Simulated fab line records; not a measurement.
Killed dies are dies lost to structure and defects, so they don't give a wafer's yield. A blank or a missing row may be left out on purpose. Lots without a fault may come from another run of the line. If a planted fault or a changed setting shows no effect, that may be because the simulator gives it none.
Split-lot study -- flow berkeley_cmos170 -- 23 wafers read across 5 lots, on a route 331 steps long

== THE SPLIT ITSELF ==
At UCB170_PSD_PEB_04, the setting peb_temp_c was moved away from the recipe's 130 C on 6 of the 23 wafers read, by -1.5% to +1.4%. This setting was run at the recipe's value on the other wafers.

== FROM THE SPLIT ON TO THE READING: in between, the file shows 1 step ==
- UCB170_PSD_DEVELOP_05: develop time 45 s

== THE READING ==
cd_nm at UCB170_PSD_CD_MEAS_06, given in nm (cd target 1200 nm). Fault-free wafers of this fab line usually give 1200.1 nm, standard deviation 2.1 nm.

wafer,"tool, chamber at the split","peb_temp_c as run, C",against the recipe,"cd_nm, nm",against lot-mates on the recipe
L074.1,"litho_track-03, 0",130,recipe,1201.9,-
L074.2,"litho_track-03, 0",128.1,-1.5%,1187.7,-13.9
L074.3,"litho_track-03, 0",128.1,-1.5%,1188.4,-13.2
L074.4,"litho_track-03, 0",130,recipe,1202.2,-
L074.5,"litho_track-03, 0",130,recipe,1200.7,-
L078.2,"litho_track-04, 0",130,recipe,1200.7,-
L078.3,"litho_track-04, 0",130,recipe,1201.0,-
L078.4,"litho_track-04, 0",131.2,+0.9%,1208.4,+7.3
L078.5,"litho_track-04, 0",131.2,+0.9%,1208.6,+7.5
L078.6,"litho_track-04, 0",130,recipe,1201.7,-
L082.1,"litho_track-04, 0",130,recipe,1203.7,-
L082.2,"litho_track-04, 0",131.8,+1.4%,1215.0,+11.5
L082.3,"litho_track-04, 0",131.8,+1.4%,1215.8,+12.3
L082.5,"litho_track-04, 0",130,recipe,1203.1,-
L082.6,"litho_track-04, 0",130,recipe,1203.6,-
L083.1,"litho_track-02, 0",130,recipe,1197.2,-
L083.2,"litho_track-02, 0",130,recipe,1195.7,-
L083.4,"litho_track-02, 0",130,recipe,1196.3,-
L083.5,"litho_track-02, 0",130,recipe,1197.7,-
L083.6,"litho_track-02, 0",130,recipe,1196.5,-
L084.2,"litho_track-04, 0",130,recipe,1202.1,-
L084.4,"litho_track-04, 0",130,recipe,1201.6,-
L084.5,"litho_track-04, 0",130,recipe,1201.8,-

FIT RESULTS
A straight line over all 23 wafers: cd_nm changes by +9.39 nm for each +1% of peb_temp_c; r = +0.93; the points scatter about the line by 2.4 nm.
The same after taking each lot's own level away (the mean of its wafers on the recipe; 23 wafers): +8.82 nm for each +1%; r = +1.00; scatter 0.57 nm.
That fit puts the effect of the largest move of peb_temp_c on the reading at 13 nm.
Across the lots, their own levels run from 1196.68 to 1203.47 nm, a range of 3.2 times the standard deviation given above.
The two slopes are in agreement: the lot-to-lot level therefore moves the slope only a little.
Check: for one of the wafers moved furthest among these (-1.5%), held out of the fit, the line's prediction against its lot-mates is -12.7 nm. Against them it came out at -13.9 nm.

== OTHER SPLITS ON THESE WAFERS ==
Note: prior to the reading, these wafers also went through further splits. Each is held against what the fit with the lots' levels taken away leaves over:
other split on the same wafers,wafers away from the commonest value,r with cd_nm (lot level and that fit taken away)
UCB170_ACTIVE_CVD_05 temp_c,5,+0.04
UCB170_PVT_COAT_01 resist_thk_nm,9,+0.24
UCB170_PVT_DEVELOP_05 dev_temp_c,5,-0.01
UCB170_NLDD_COAT_01 spin_rpm,8,+0.11
UCB170_NLDD_IMPLANT_09 energy_kev,8,+0.07

== THE FILE'S OWN FIT ==
cd_nm changes by +8.8 nm for each +1% of peb_temp_c, r = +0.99.
